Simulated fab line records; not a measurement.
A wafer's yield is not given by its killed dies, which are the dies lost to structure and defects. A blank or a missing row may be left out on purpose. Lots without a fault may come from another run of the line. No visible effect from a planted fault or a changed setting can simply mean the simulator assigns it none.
Chamber matching -- flow rit-cmos -- RIT_GATE_ETCH_19 on rie-si-02: 4 sister chambers
The step etches poly-Si in SF6/CHF3/O2, stops on SiO2, time 165 s, target depth 312.5 nm. 16 wafers are shown with their chamber, then 8 later ones without.

## WAFERS WITH THEIR CHAMBER
wafer,chamber,drypump-motor-current-A (A),throttle-valve-pct (%),oes-product-au (a.u.)
L250.2,3,5.58,10.16,0.858
L250.4,1,6.03,10.29,0.854
L250.6,1,6.06,10.29,0.849
L252.1,3,5.57,10.18,0.844
L252.3,1,6.04,10.30,0.842
L252.5,1,6.03,10.30,0.841
L254.3,3,5.56,10.15,0.842
L254.4,1,6.05,10.30,0.840
L254.5,1,6.04,10.30,0.845
L256.1,2,6.31,10.16,0.864
L256.2,0,5.48,10.30,0.848
L256.5,1,6.03,10.29,0.852
L260.2,0,5.49,10.31,0.844
L260.5,1,6.05,10.30,0.848
L260.6,0,5.50,10.33,0.847
L264.4,1,6.07,10.29,0.832

SIGNATURES (averages over the wafers above)
reading,chamber 0,chamber 1,chamber 2,chamber 3,scatter within a chamber
drypump-motor-current-A,5.4900,6.0444,6.3100,5.5700,0.013
throttle-valve-pct,10.3133,10.2956,10.1600,10.1633,0.00981
oes-product-au,0.84633,0.84478,0.86400,0.84800,0.00667
Rule: for a wafer and a chamber, the distance is found by dividing, reading by reading, the gap between the wafer's reading and the chamber's mean by the reading's scatter, squaring, summing and taking the root. If the next closest chamber is less than 2 further off than the closest, the wafer can't be placed; otherwise it belongs to the closest. The scatter is the square root of a quotient: the sum, over the shown wafers, of each reading's squared deviation from its chamber's mean, divided by wafers minus chambers.

## WAFERS MISSING THEIR CHAMBER
wafer,drypump-motor-current-A (A),throttle-valve-pct (%),oes-product-au (a.u.)
L264.5,5.57,10.17,0.834
L264.6,6.33,10.15,0.839
L271.1,5.50,10.31,0.849
L271.4,5.57,10.16,0.856
L271.6,6.36,10.17,0.857
L272.1,5.56,10.16,0.837
L272.2,6.37,10.15,0.863
L272.5,5.54,10.16,0.837

## WHICH CHAMBER EACH ONE RAN IN
wafer,from the rows above,in truth
L264.5,3,3
L264.6,2,2
L271.1,0,0
L271.4,3,3
L271.6,2,2
L272.1,3,3
L272.2,2,2
L272.5,3,3
Correct placement for 8 of the 8. Not placeable from these rows: 0. Number placed wrongly: 0.
